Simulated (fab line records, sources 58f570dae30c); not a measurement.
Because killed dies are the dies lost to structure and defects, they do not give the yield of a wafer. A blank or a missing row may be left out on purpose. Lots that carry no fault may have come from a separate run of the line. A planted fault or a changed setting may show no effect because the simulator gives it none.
Problem report, 8D (eight disciplines) form, completed by code | flow berkeleyCmos170 | the parts of the form that need people (team, actions taken, sign-off) are left out

## 1. WHAT IS WRONG
Across 6 wafers from 2 lots, PLDD_RS at UCB170_SDANNEAL_RS_MEAS_04 averages 951.6 ohm/sq, while fault-free wafers read 1031.2 ohm/sq with a standard deviation of 2.6. That puts it -31 standard deviations away from the usual mean.
The step: measures by four-point-probe.
Earliest sighting: wafer L700.2 on filmMetro-04 at day 8 19:13. The record holds 42 wafers of 14 lots with a number at this step. The rule behind "out" and "out of limits": a value lying over 4 standard deviations away from the usual mean. Any other wafer with a number is counted as sound.

## 2. WHAT IT IS, AND WHAT IT ISN'T
question                    | is                     | is not
which readings at this step | PLDD_RS                | -
which lots                  | L700, L701             | L695, L696, L698, L699, L708, L710, L711, L712, L713, L715, L716, L717
which wafers of those lots  | all that have a number | -
read on which gauges        | filmMetro-04           | filmMetro-01, filmMetro-03
when                        | from day 8 19:13       | up to then (12 sound wafers); but 24 sound wafers of L708, L710, L711, L712, L713, L715, L716, L717 came after

## 3. SUSPECTS, AND WHAT RULES EACH OUT
Counting: a tool stays on the suspect list if, at a process step up to the reading, it processed all lots that are out and no sound lot following the first of them.
- the gauge at UCB170_SDANNEAL_RS_MEAS_04: kept. All the wafers that are out were read on filmMetro-04, and no step on other tools shows them out.
- furnace-02 at UCB170_SPACER_ANNEAL_02 (time 1800 s): ruled out as a lasting fault. After its first lot that is out, L700 (day 8 09:08), sound lots L715, L716, L717 ran on it.
Left after counting: filmMetro-04 at UCB170_SDANNEAL_RS_MEAS_04.

## 4. THE CAUSE (what the simulator had put in)
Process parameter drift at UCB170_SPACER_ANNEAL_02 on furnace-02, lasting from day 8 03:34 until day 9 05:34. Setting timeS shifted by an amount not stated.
Counting ruled it out, wrongly: the rule takes a fault to strike every lot that its tool runs from its start on, and this one did not.

## 5. THE EFFECT CHAIN, in route order
Each row: a reading whose mean over the struck wafers that have a number lies more than 3 standard deviations from the usual. Readings are gone through only where the record gives a usual standard deviation; hours: the median, over the lots, of the time from a lot's start at the first step in this table giving one to that lot's start at this step; sigmas: the change measured in usual standard deviations.
hours | step                       | reading | usual         | on struck wafers | change | sigmas
0     | UCB170_SDANNEAL_RS_MEAS_04 | PLDD_RS | 1031.2 ohm/sq | 951.6            | -79.6  | -31
4     | UCB170_SDANNEAL_RS_MEAS_05 | NLDD_RS | 616.2 ohm/sq  | 605.8            | -10.4  | -6.9
At these later measuring or inspecting steps, every struck wafer for which the step has a row has a number for every such reading, and none has moved that far: UCB170_V1_CD_MEAS_90.

## 6. WHAT WOULD HAVE CAUGHT IT SOONER
16 hours passed between the start of the fault at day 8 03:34 and the first reading out of limits at a measuring or inspecting step in this record, taken at day 8 19:13.
